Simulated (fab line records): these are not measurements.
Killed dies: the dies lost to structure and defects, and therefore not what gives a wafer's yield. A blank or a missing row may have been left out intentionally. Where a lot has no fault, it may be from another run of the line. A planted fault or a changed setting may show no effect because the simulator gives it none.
Tool commonality check | flow rit cmos | 14 lots and 48 wafers in the sample

## REASON FOR OPENING
2 of 14 lots carry a flag on the reading GATE_OXIDE_THK at RIT_GATE_THK_MEAS_07. Wafers without a fault read 3.05 nm, standard deviation 0.067.
Rule: a lot is flagged in two cases, either no wafer of it has a number, or all its wafers with numbers fall more than 4 standard deviations from that mean. As for the other lots, they are considered sound.

lot  | measured    | on            | GATE_OXIDE_THK (nm), wafer by wafer | flag
L408 | day 2 19:21 | film metro-03 | 3.09 3.05 3.07                      |
L409 | day 3 00:39 | film metro-01 | 3.07 3.12 3.07                      |
L410 | day 3 00:39 | film metro-04 | 3.03 3.04 2.99                      |
L411 | day 3 09:32 | film metro-03 | 3.09 3.02 3.00                      |
L412 | day 3 11:23 | film metro-01 | 3.06 3.08 3.04                      |
L413 | day 3 16:07 | film metro-04 | 3.04 3.14 3.09                      |
L414 | day 3 19:33 | film metro-01 | 3.11 3.11 3.04                      |
L415 | day 3 22:11 | film metro-01 | 3.05 2.98 2.99                      |
L416 | day 4 05:47 | film metro-01 | 3.05 3.07 3.04                      |
L417 | day 4 17:10 | film metro-04 | 3.54 3.63 3.57 3.56 3.62 3.61       | FLAGGED
L418 | day 4 23:41 | film metro-01 | 3.54 3.58 3.56 3.57 3.56 3.57       | FLAGGED
L422 | day 5 19:29 | film metro-03 | 3.05 3.15 3.15                      |
L426 | day 6 15:09 | film metro-01 | 3.01 3.09 3.14                      |
L431 | day 7 11:02 | film metro-01 | 2.99 3.02 2.97                      |
The numbers of the flagged lots are 3.58 nm on average: +0.53 nm against the usual, or +8 standard deviations.

## WHICH TOOL EACH LOT WENT THROUGH
Before the reading, the record contains 2 process steps out of a 202-step route. Read each cell as the tool, then ch plus the chambers that the sampled wafers visited, then the start.
lot  | flag    | RIT_ACTIVE_STRIP_14                 | RIT_GATE_OXIDATION_05
L408 |         | plasma asher-04 ch 0,1, day 1 15:47 | furnace-04 ch 0, day 2 16:19
L409 |         | plasma asher-03 ch 0,1, day 1 20:57 | furnace-03 ch 0, day 2 22:59
L410 |         | plasma asher-04 ch 0,1, day 2 04:07 | furnace-01 ch 0, day 2 23:11
L411 |         | plasma asher-04 ch 0,1, day 2 08:29 | furnace-04 ch 0, day 3 07:03
L412 |         | plasma asher-03 ch 0,1, day 2 11:31 | furnace-04 ch 0, day 3 10:04
L413 |         | plasma asher-03 ch 1, day 2 19:06   | furnace-03 ch 0, day 3 14:17
L414 |         | plasma asher-01 ch 0,1, day 2 22:32 | furnace-01 ch 0, day 3 16:24
L415 |         | plasma asher-01 ch 0,1, day 3 01:55 | furnace-03 ch 0, day 3 20:51
L416 |         | plasma asher-01 ch 0,1, day 3 07:32 | furnace-03 ch 0, day 4 02:02
L417 | FLAGGED | plasma asher-01 ch 0,1, day 3 12:51 | furnace-03 ch 0, day 4 10:51
L418 | FLAGGED | plasma asher-03 ch 0,1, day 3 17:15 | furnace-03 ch 0, day 4 19:05
L422 |         | plasma asher-04 ch 0,1, day 4 14:00 | furnace-01 ch 0, day 5 15:05
L426 |         | plasma asher-01 ch 0,1, day 5 12:10 | furnace-01 ch 0, day 6 13:48
L431 |         | plasma asher-01 ch 0,1, day 6 12:59 | furnace-04 ch 0, day 7 09:43
What is done by these steps:
- RIT_ACTIVE_STRIP_14: strips in O2, time 180 s.
- RIT_GATE_OXIDATION_05: target thk 3 nm, ox time 270 s.
- RIT_GATE_THK_MEAS_07

## FLAGGED AGAINST TOTAL, ONE TOOL AT A TIME (gauges that did the reading follow at the end)
step                  | tool            | lots run | flagged | share of the flagged lots | sound lots run after its first flagged lot
RIT_ACTIVE_STRIP_14   | plasma asher-01 | 6        | 1       | some                      | 2 (L426,L431)
RIT_ACTIVE_STRIP_14   | plasma asher-03 | 4        | 1       | some                      | 0
RIT_ACTIVE_STRIP_14   | plasma asher-04 | 4        | 0       | none                      | -
RIT_GATE_OXIDATION_05 | furnace-01      | 4        | 0       | none                      | -
RIT_GATE_OXIDATION_05 | furnace-03      | 6        | 2       | all                       | 0
RIT_GATE_OXIDATION_05 | furnace-04      | 4        | 0       | none                      | -
RIT_GATE_THK_MEAS_07  | film metro-01   | 8        | 1       | some                      | 2 (L426,L431)
RIT_GATE_THK_MEAS_07  | film metro-03   | 3        | 0       | none                      | -
RIT_GATE_THK_MEAS_07  | film metro-04   | 3        | 1       | some                      | 0

## WHAT THE TABLE ALLOWS
In the table, 1 row covers all flagged lots: furnace-03 at RIT_GATE_OXIDATION_05.
- furnace-03 at RIT_GATE_OXIDATION_05: 2 of its 6 lots flagged. Last sound lot L416 at day 4 02:02, first flagged lot L417 at day 4 10:51; a fault beginning in between fits. Its own readings (spike tc centre C, spike tc load C, spike tc source C, tube center temp C, tube_center_temp_C_max) fall more than 4 standard deviations out on all wafers of the flagged lots.
What remains is a single tool, furnace-03 at RIT_GATE_OXIDATION_05.

## WHAT THE SIMULATOR PUT IN
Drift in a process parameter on furnace-03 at RIT_GATE_OXIDATION_05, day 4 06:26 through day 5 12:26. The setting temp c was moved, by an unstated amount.
Shown lots that were struck: L417, L418. The rule above reached the same finding.
